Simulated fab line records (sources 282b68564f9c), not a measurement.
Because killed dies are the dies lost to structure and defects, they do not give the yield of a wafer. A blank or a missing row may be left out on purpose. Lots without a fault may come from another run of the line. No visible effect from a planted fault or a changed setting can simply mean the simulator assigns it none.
fab line records	flow rit_cmos
record lots=13	wafers=39	last_day=7
route steps=202 shown ACTIVE@5 NLDD@112 PLDD@123 PSD@151 M1@202
lots with no fault: from the same line, run without faults
start_h: the number of hours between the record's first day and the start of the first shown wafer of the lot	wait_h: how many hours have passed since the lot's step before this one	" the same as in the row above	L1.1+2: a single row standing in for several wafers	- no value present, or no start provided	* or withheld: withheld	< > ~ a bound
route shown NAME@n: names a module that has steps shown in the file, with the first one's number in the route	usual: mean/standard deviation of fault-free wafers	same: alike in all rows	chamber/n: place in a boat	sites: the reading at each site	_std_site: standard deviation across them	_edge_site: the outer-site mean with the inner-site mean subtracted	radius_mm: for every site, how far away it sits from the centre of the wafer	mask NAME#n: copy n	behind: the most recent tool/chamber to have shaped the wafer	hold: the reason the lot was held/the length of the hold in hours/how it ended	device: the n, p or np transistor that did not switch	end of line: tests run on the same wafers once the route is complete	step lacking rows: just its recipe	killed: dies that structure and defects cost at the first sort, which is not the same as the wafer's yield	map: the dies of a wafer, with x for killed, . for not killed, _ for no die there
set.NAME: the setting as run; set.NAME@STEP: as run at that earlier step	model.NAME: the simulator's own value behind a step, which no gauge read
one table for each step of the route and one row for each wafer, over a sample of lots
services: from which hour (start_h, from the record's first day; less than 0 if before it) a tool's chamber was out of use, for how many hours, and why
## steps
# step RIT_ACTIVE_THK_MEAS_04
# recipe reads=Si3N4_of_ACTIVE_CVD_03
# usual ACTIVE_NITRIDE_THK=149.8/1.3
lot.wafer	tool	chamber	start_h	wait_h	ACTIVE_NITRIDE_THK[nm]
L624.3	film_metro-02	-	13.55	0.0	149.7
L624.4	"	-	"	"	150.2
L624.5	"	-	"	"	149.5
L625.1	film_metro-03	-	19.24	0.0	149.5
L625.5	"	-	"	"	148.4
L625.6	"	-	"	"	148.5
L626.1	film_metro-03	-	23.53	0.0	149.4
L626.5	"	-	"	"	149.4
L626.6	"	-	"	"	148.7
L627.1	film_metro-02	-	28.53	0.0	149.6
L627.2	"	-	"	"	150.6
L627.3	"	-	"	"	150.9
L628.1	film_metro-01	-	33.53	0.0	152.6
L628.2	"	-	"	"	151.9
L628.5	"	-	"	"	151.6
L629.2	film_metro-03	-	39.10	0.0	149.0
L629.5	"	-	"	"	148.1
L629.6	"	-	"	"	148.3
L630.2	film_metro-03	-	43.54	0.0	149.2
L630.3	"	-	"	"	148.8
L630.6	"	-	"	"	148.8
L631.3	film_metro-03	-	49.12	0.0	150.9
L631.5	"	-	"	"	151.0
L631.6	"	-	"	"	151.5
L634.1	film_metro-01	-	63.53	0.0	150.8
L634.4	"	-	"	"	149.1
L634.6	"	-	"	"	150.6
L641.3	film_metro-01	-	98.55	0.0	150.4
L641.5	"	-	"	"	149.8
L641.6	"	-	"	"	149.5
L643.2	film_metro-01	-	108.54	0.0	150.6
L643.5	"	-	"	"	152.0
L643.6	"	-	"	"	150.6
L644.1	film_metro-02	-	113.53	0.0	150.0
L644.2	"	-	"	"	150.8
L644.6	"	-	"	"	150.1
L647.1	film_metro-03	-	128.53	0.0	150.0
L647.2	"	-	"	"	150.8
L647.3	"	-	"	"	149.2
# step RIT_NLDD_STRIP_09
# recipe chemistry=O2	time_s=180	resist=NOVOLAK	platen_temp_c=withheld	power_w=500	pressure_mtorr=4000	o2_flow_sccm=4000
# usual drypump_motor_current_A=5.7/0.42
lot.wafer	tool	chamber	start_h	wait_h	drypump_motor_current_A	rf_hours_counter_h
L624.3	plasma_asher-03	1	44.69	0.1	6.1	-
L624.4	"	0	"	"	4.8	-
L624.5	"	1	"	"	6.1	-
L625.1	plasma_asher-03	0	46.74	0.1	4.8	41
L625.5	"	1	"	"	6.1	-
L625.6	"	0	"	"	4.7	-
L626.1	plasma_asher-02	1	53.47	0.1	5.8	41
L626.5	"	1	"	"	5.8	-
L626.6	"	0	"	"	5.5	-
L627.1	plasma_asher-04	1	56.90	0.1	6.1	23
L627.2	"	0	"	"	5.5	23
L627.3	"	0	"	"	5.5	-
L628.1	plasma_asher-03	1	63.39	0.1	6.2	43
L628.2	"	0	"	"	4.8	43
L628.5	"	0	"	"	4.8	-
L629.2	plasma_asher-04	1	67.25	0.1	6.2	24
L629.5	"	1	"	"	6.1	-
L629.6	"	0	"	"	5.5	-
L630.2	plasma_asher-02	0	71.05	0.1	5.5	44
L630.3	"	1	"	"	5.8	-
L630.6	"	1	"	"	5.8	-
L631.3	plasma_asher-04	0	77.70	0.1	5.5	-
L631.5	"	1	"	"	6.2	-
L631.6	"	0	"	"	5.5	-
L634.1	plasma_asher-03	1	91.55	0.1	6.1	46
L634.4	"	1	"	"	6.1	-
L634.6	"	1	"	"	6.1	-
L641.3	plasma_asher-04	0	127.63	0.1	5.5	-
L641.5	"	1	"	"	6.2	-
L641.6	"	0	"	"	5.5	-
L643.2	plasma_asher-02	0	137.99	0.1	5.5	51
L643.5	"	1	"	"	5.8	-
L643.6	"	0	"	"	5.5	-
L644.1	plasma_asher-02	0	142.98	0.1	5.5	51
L644.2	"	1	"	"	5.9	51
L644.6	"	0	"	"	5.5	-
L647.1	plasma_asher-02	0	155.85	0.1	5.5	52
L647.2	"	1	"	"	5.8	52
L647.3	"	1	"	"	5.8	-
# step RIT_PLDD_STRIP_09
# recipe chemistry=O2	time_s=180	resist=NOVOLAK	platen_temp_c=withheld	power_w=500	pressure_mtorr=4000	o2_flow_sccm=4000
# usual drypump_motor_current_A=5.72/0.23
lot.wafer	tool	chamber	start_h	wait_h	drypump_motor_current_A	rf_hours_counter_h
L624.3	plasma_asher-01	0	46.24	0.1	5.71	-
L624.4	"	1	"	"	5.67	-
L624.5	"	0	"	"	5.69	-
L625.1	plasma_asher-02	1	48.28	0.1	5.84	41
L625.5	"	0	"	"	5.47	-
L625.6	"	1	"	"	5.83	-
L626.1	plasma_asher-04	1	55.02	0.1	6.13	23
L626.5	"	0	"	"	5.48	-
L626.6	"	1	"	"	6.15	-
L627.1	plasma_asher-02	1	58.44	0.1	5.81	42
L627.2	"	0	"	"	5.49	42
L627.3	"	1	"	"	5.85	-
L628.1	plasma_asher-02	1	64.81	0.1	5.83	43
L628.2	"	0	"	"	5.47	43
L628.5	"	1	"	"	5.88	-
L629.2	plasma_asher-01	1	68.88	0.1	5.67	44
L629.5	"	1	"	"	5.66	-
L629.6	"	0	"	"	5.73	-
L630.2	plasma_asher-01	0	72.47	0.1	5.71	44
L630.3	"	0	"	"	5.73	-
L630.6	"	0	"	"	5.70	-
L631.3	plasma_asher-01	1	79.12	0.1	5.66	-
L631.5	"	0	"	"	5.73	-
L631.6	"	1	"	"	5.64	-
L634.1	plasma_asher-02	1	92.97	0.1	5.84	46
L634.4	"	1	"	"	5.83	-
L634.6	"	1	"	"	5.84	-
L641.3	plasma_asher-02	0	129.05	0.1	5.46	-
L641.5	"	1	"	"	5.82	-
L641.6	"	0	"	"	5.47	-
L643.2	plasma_asher-02	0	139.53	0.1	5.47	51
L643.5	"	0	"	"	5.50	-
L643.6	"	1	"	"	5.80	-
L644.1	plasma_asher-04	1	144.58	0.1	6.16	33
L644.2	"	0	"	"	5.48	33
L644.6	"	1	"	"	6.15	-
L647.1	plasma_asher-04	1	157.40	0.1	6.18	34
L647.2	"	0	"	"	5.50	34
L647.3	"	0	"	"	5.48	-
# step RIT_PSD_STRIP_09
# recipe chemistry=O2	time_s=180	resist=NOVOLAK	platen_temp_c=withheld	power_w=500	pressure_mtorr=4000	o2_flow_sccm=4000
# usual drypump_motor_current_A=5.6/0.47
lot.wafer	tool	chamber	start_h	wait_h	drypump_motor_current_A	rf_hours_counter_h
L624.3	plasma_asher-03	0	51.87	0.1	4.7	-
L624.4	"	1	"	"	6.1	-
L624.5	"	1	"	"	6.1	-
L625.1	plasma_asher-01	1	53.74	0.1	5.7	42
L625.5	"	1	"	"	5.7	-
L625.6	"	0	"	"	5.7	-
L626.1	plasma_asher-03	1	60.36	0.1	6.1	43
L626.5	"	0	"	"	4.7	-
L626.6	"	1	"	"	6.1	-
L627.1	plasma_asher-01	0	63.78	0.1	5.7	43
L627.2	"	1	"	"	5.7	43
L627.3	"	0	"	"	5.8	-
L628.1	plasma_asher-02	1	70.58	0.1	5.9	43
L628.2	"	0	"	"	5.5	43
L628.5	"	1	"	"	5.8	-
L629.2	plasma_asher-01	0	74.23	0.1	5.7	44
L629.5	"	1	"	"	5.6	-
L629.6	"	0	"	"	5.7	-
L630.2	plasma_asher-03	0	77.82	0.1	4.7	45
L630.3	"	0	"	"	4.7	-
L630.6	"	1	"	"	6.1	-
L631.3	plasma_asher-03	0	84.45	0.1	4.7	-
L631.5	"	0	"	"	4.7	-
L631.6	"	1	"	"	6.1	-
L634.1	plasma_asher-01	1	99.39	0.1	5.7	47
L634.4	"	0	"	"	5.7	-
L634.6	"	1	"	"	5.7	-
L641.3	plasma_asher-03	1	134.38	0.1	6.2	-
L641.5	"	0	"	"	4.8	-
L641.6	"	1	"	"	6.2	-
L643.2	plasma_asher-01	1	145.06	0.1	5.7	3
L643.5	"	0	"	"	5.7	-
L643.6	"	1	"	"	5.7	-
L644.1	plasma_asher-03	1	150.18	0.1	6.1	52
L644.2	"	0	"	"	4.7	52
L644.6	"	0	"	"	4.7	-
L647.1	plasma_asher-01	0	163.07	0.1	5.7	5
L647.2	"	1	"	"	5.7	5
L647.3	"	1	"	"	5.7	-
# step RIT_M1_PROBE_99
# usual killed_at_M0_to_M3=0.0/0.14	killed_at_contacts=0.0/0.22	killed_at_front_end=6.5/3	killed_dies=6.6/3	killed_on_rim=1.7/1.3	killed_open=3.4/2.2	killed_short=3.3/1.7
# same gross_dies=264	killed_at_M4_up=0	killed_at_back_side=0	killed_at_other=0
lot.wafer	tool	chamber	start_h	wait_h	hold	killed_at_M0_to_M3	killed_at_contacts	killed_at_front_end	killed_dies	killed_on_rim	killed_open	killed_short
L624.3	prober-01	-	60.06	0.2	-	0	0	4	4	0	2	2
L624.4	prober-01	-	60.11	0.2	-	0	0	5	5	1	1	4
L624.5	prober-01	-	60.16	0.2	-	0	0	2	2	0	1	1
L625.1	prober-02	-	61.99	0.1	-	0	0	3	3	0	2	1
L625.5	prober-02	-	62.19	0.2	-	0	0	9	9	1	4	5
L625.6	prober-02	-	62.24	0.2	-	0	0	8	8	1	3	5
L626.1	prober-01	-	68.52	0.1	-	0	0	4	4	1	2	2
L626.5	prober-01	-	68.72	0.2	-	0	0	7	7	1	4	3
L626.6	prober-01	-	68.77	0.2	-	0	0	4	4	3	0	4
L627.1	prober-02	-	72.09	0.1	-	0	0	9	9	2	4	5
L627.2	prober-02	-	72.14	0.1	-	0	0	12	12	3	3	9
L627.3	prober-02	-	72.19	0.2	-	0	0	9	9	3	4	5
L628.1	prober-01	-	78.95	0.1	-	0	0	6	6	1	3	3
L628.2	prober-01	-	79.00	0.1	-	1	0	2	3	1	2	1
L628.5	prober-01	-	79.15	0.2	-	0	0	12	12	3	7	5
L629.2	prober-02	-	83.72	0.1	-	0	0	14	14	5	8	6
L629.5	prober-02	-	83.87	0.2	-	0	0	5	5	1	4	1
L629.6	prober-02	-	83.92	0.2	-	0	0	5	5	2	2	3
L630.2	prober-01	-	86.04	0.1	-	0	0	4	4	0	2	2
L630.3	prober-01	-	86.09	0.2	-	0	0	6	6	2	2	4
L630.6	prober-01	-	86.24	0.2	-	0	0	3	3	1	1	2
L631.3	prober-02	-	92.58	0.2	-	0	0	2	2	1	2	0
L631.5	prober-02	-	92.68	0.2	-	0	0	3	3	2	3	0
L631.6	prober-02	-	92.73	0.2	-	0	0	3	3	1	2	1
L634.1	prober-01	-	107.37	0.1	-	0	0	9	9	1	4	5
L634.4	prober-01	-	107.52	0.2	-	0	0	5	5	3	1	4
L634.6	prober-01	-	107.62	0.2	-	0	0	13	13	3	6	7
L641.3	prober-02	-	143.33	0.2	await_dispo/1.4h/release	0	0	11	11	1	4	7
L641.5	prober-02	-	143.43	0.2	await_dispo/1.4h/release	0	0	42	42	9	1	6
L641.6	prober-02	-	143.48	0.2	await_dispo/1.4h/release	0	0	6	6	2	1	5
L643.2	prober-02	-	153.40	0.1	-	0	0	8	8	1	7	1
L643.5	prober-02	-	153.55	0.2	-	0	0	9	9	0	4	5
L643.6	prober-02	-	153.60	0.2	-	0	0	6	6	2	4	2
L644.1	prober-01	-	158.44	0.1	-	0	0	7	7	3	5	2
L644.2	prober-01	-	158.49	0.1	-	0	0	2	2	0	1	1
L644.6	prober-01	-	158.69	0.2	-	0	0	3	3	3	2	1
L647.1	prober-02	-	171.51	0.1	-	0	0	7	7	1	3	4
L647.2	prober-02	-	171.56	0.1	-	0	1	5	6	2	2	4
L647.3	prober-02	-	171.61	0.2	-	0	0	15	15	3	6	9
# killed by level:class
L624.3 GATE:geometric_particle:short=1 REOX:geometric_particle:open=1 SPACER:geometric_particle:open=1 SPACER:geometric_particle:short=1
L624.4 SILICIDE:geometric_particle:short=2 FOX1:geometric_particle:open=1 GATE:geometric_particle:short=1 SPACER:geometric_particle:short=1
L624.5 FOX1:geometric_particle:short=1 REOX:geometric_particle:open=1
L625.1 GATE:geometric_particle:open=1 GATE:geometric_particle:short=1 SPACER:geometric_particle:open=1
L625.5 GATE:geometric_particle:open=2 SPACER:geometric_particle:short=2 FOX1:geometric_particle:short=1 GATE:geometric_particle:short=1 SPACER:geometric_particle:open=1 SILICIDE:geometric_particle:open=1 SILICIDE:geometric_particle:short=1
L625.6 GATE:geometric_particle:short=3 SPACER:geometric_particle:open=2 FOX1:geometric_particle:short=1 REOX:geometric_particle:open=1 REOX:geometric_particle:short=1
L626.1 GATE:geometric_particle:short=1 REOX:geometric_particle:open=1 SPACER:geometric_particle:open=1 SILICIDE:geometric_particle:short=1
L626.5 FOX1:geometric_particle:short=2 FOX1:geometric_particle:open=2 GATE:geometric_particle:open=1 REOX:geometric_particle:open=1 REOX:geometric_particle:short=1
L626.6 SPACER:geometric_particle:short=2 SILICIDE:geometric_particle:short=2
L627.1 GATE:geometric_particle:short=3 GATE:geometric_particle:open=2 FOX1:geometric_particle:open=1 FOX1:geometric_particle:short=1 FOX2:geometric_particle:short=1 FOX2:geometric_particle:open=1
L627.2 GATE:geometric_particle:short=3 FOX2:geometric_particle:short=2 SPACER:geometric_particle:open=2 FOX1:geometric_particle:short=1 REOX:geometric_particle:short=1 SPACER:geometric_particle:short=1 SILICIDE:geometric_particle:open=1 SILICIDE:geometric_particle:short=1
L627.3 GATE:geometric_particle:open=3 FOX1:geometric_particle:short=2 GATE:geometric_particle:short=2 REOX:geometric_particle:open=1 SPACER:geometric_particle:short=1
L628.1 GATE:geometric_particle:open=2 FOX1:geometric_particle:short=1 FOX2:geometric_particle:short=1 GATE:geometric_particle:short=1 SILICIDE:geometric_particle:open=1
L628.2 REOX:geometric_particle:open=1 SILICIDE:geometric_particle:open=1 M1:geometric_particle:short=1
L628.5 GATE:geometric_particle:short=3 SILICIDE:geometric_particle:open=3 GATE:geometric_particle:open=2 FOX2:geometric_particle:open=1 REOX:geometric_particle:open=1 SPACER:geometric_particle:short=1 SILICIDE:geometric_particle:short=1
L629.2 FOX2:geometric_particle:open=3 FOX2:geometric_particle:short=2 GATE:geometric_particle:open=2 SPACER:geometric_particle:open=2 SILICIDE:geometric_particle:short=2 REOX:geometric_particle:short=1 REOX:geometric_particle:open=1 SPACER:geometric_particle:short=1
L629.5 REOX:geometric_particle:open=2 SPACER:geometric_particle:short=1 FOX2:geometric_particle:open=1 GATE:geometric_particle:open=1
L629.6 REOX:geometric_particle:short=2 FOX1:geometric_particle:short=1 REOX:geometric_particle:open=1 SILICIDE:geometric_particle:open=1
L630.2 FOX2:geometric_particle:open=1 GATE:geometric_particle:short=1 REOX:geometric_particle:short=1 REOX:geometric_particle:open=1
L630.3 GATE:geometric_particle:short=2 FOX2:geometric_particle:short=1 GATE:geometric_particle:open=1 REOX:geometric_particle:short=1 REOX:geometric_particle:open=1
L630.6 FOX2:geometric_particle:short=1 GATE:geometric_particle:open=1 GATE:geometric_particle:short=1
L631.3 REOX:geometric_particle:open=2
L631.5 FOX1:geometric_particle:open=1 FOX2:geometric_particle:open=1 GATE:geometric_particle:open=1
L631.6 REOX:geometric_particle:open=2 GATE:geometric_particle:short=1
L634.1 GATE:geometric_particle:short=5 GATE:geometric_particle:open=3 SILICIDE:geometric_particle:open=1
L634.4 REOX:geometric_particle:short=2 GATE:geometric_particle:open=1 GATE:geometric_particle:short=1 SPACER:geometric_particle:short=1
L634.6 FOX1:geometric_particle:short=2 GATE:geometric_particle:open=2 GATE:geometric_particle:short=2 SPACER:geometric_particle:open=2 SILICIDE:geometric_particle:short=2 FOX1:geometric_particle:open=1 SPACER:geometric_particle:short=1 SILICIDE:geometric_particle:open=1
L641.3 GATE:geometric_particle:open=3 GATE:geometric_particle:short=2 REOX:geometric_particle:short=2 FOX2:geometric_particle:short=1 SPACER:geometric_particle:open=1 SPACER:geometric_particle:short=1 SILICIDE:geometric_particle:short=1
L641.5 NLDD:unspecified=35 GATE:geometric_particle:short=3 FOX1:geometric_particle:short=1 GATE:geometric_particle:open=1 REOX:geometric_particle:short=1 SPACER:geometric_particle:short=1
L641.6 GATE:geometric_particle:short=2 SPACER:geometric_particle:short=2 FOX1:geometric_particle:short=1 FOX2:geometric_particle:open=1
L643.2 SILICIDE:geometric_particle:open=4 FOX1:geometric_particle:open=1 FOX2:geometric_particle:open=1 GATE:geometric_particle:short=1 GATE:geometric_particle:open=1
L643.5 SPACER:geometric_particle:open=3 FOX1:geometric_particle:short=1 FOX2:geometric_particle:open=1 GATE:geometric_particle:short=1 REOX:geometric_particle:short=1 SPACER:geometric_particle:short=1 SILICIDE:geometric_particle:short=1
L643.6 FOX2:geometric_particle:open=2 FOX2:geometric_particle:short=1 GATE:geometric_particle:short=1 GATE:geometric_particle:open=1 REOX:geometric_particle:open=1
L644.1 SILICIDE:geometric_particle:open=2 FOX1:geometric_particle:open=1 FOX2:geometric_particle:short=1 FOX2:geometric_particle:open=1 REOX:geometric_particle:short=1 SPACER:geometric_particle:open=1
L644.2 FOX1:geometric_particle:short=1 GATE:geometric_particle:open=1
L644.6 FOX1:geometric_particle:open=1 GATE:geometric_particle:short=1 SPACER:geometric_particle:open=1
L647.1 GATE:geometric_particle:short=3 FOX2:geometric_particle:open=2 SPACER:geometric_particle:short=1 SILICIDE:geometric_particle:open=1
L647.2 GATE:geometric_particle:open=2 GATE:geometric_particle:short=2 FOX1:geometric_particle:short=1 CONTACT:geometric_particle:short=1
L647.3 GATE:geometric_particle:short=5 FOX1:geometric_particle:open=2 FOX1:geometric_particle:short=2 GATE:geometric_particle:open=2 FOX2:geometric_particle:open=1 FOX2:geometric_particle:short=1 REOX:geometric_particle:open=1 SPACER:geometric_particle:short=1
## services
tool	chamber	start_h	hours	kind
plasma_asher-03	-	36.07	1.1	repair
plasma_asher-01	-	108.75	9.0	pm
plasma_asher-01	0	108.75	9.0	vent_cycle
plasma_asher-01	1	108.75	9.0	vent_cycle
plasma_asher-01	0	117.75	-	clean
plasma_asher-01	1	117.75	-	clean
## key
first_sign step=RIT_M1_PROBE_99	reading=killed_dies	direction=up	sigmas=12	usual=6.6	struck=42
effect step=RIT_M1_PROBE_99	reading=killed_at_front_end	direction=up	sigmas=12	usual=6.5	struck=42
met_at RIT_NLDD_STRIP_09
struck_lots L641
struck_wafers L641.5
tester_left_out L641
not_acting_at RIT_ACTIVE_THK_MEAS_04,RIT_PLDD_STRIP_09,RIT_PSD_STRIP_09
onset_between 77.70 127.63
fault kind=chamber_particle_source	tool=plasma_asher-04	chamber=1	onset_h=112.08	steps=RIT_NLDD_STRIP_09	rate_per_visit_cm2=0.9006	end_h=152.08
# tester_left_out: of these lots the tester's yield and bins aren't shown, on N5 and GAA mostly nor the transistor test; their killed dies are dies lost to structure and defects alone, not to doping, threshold or leakage, so they don't give the yield
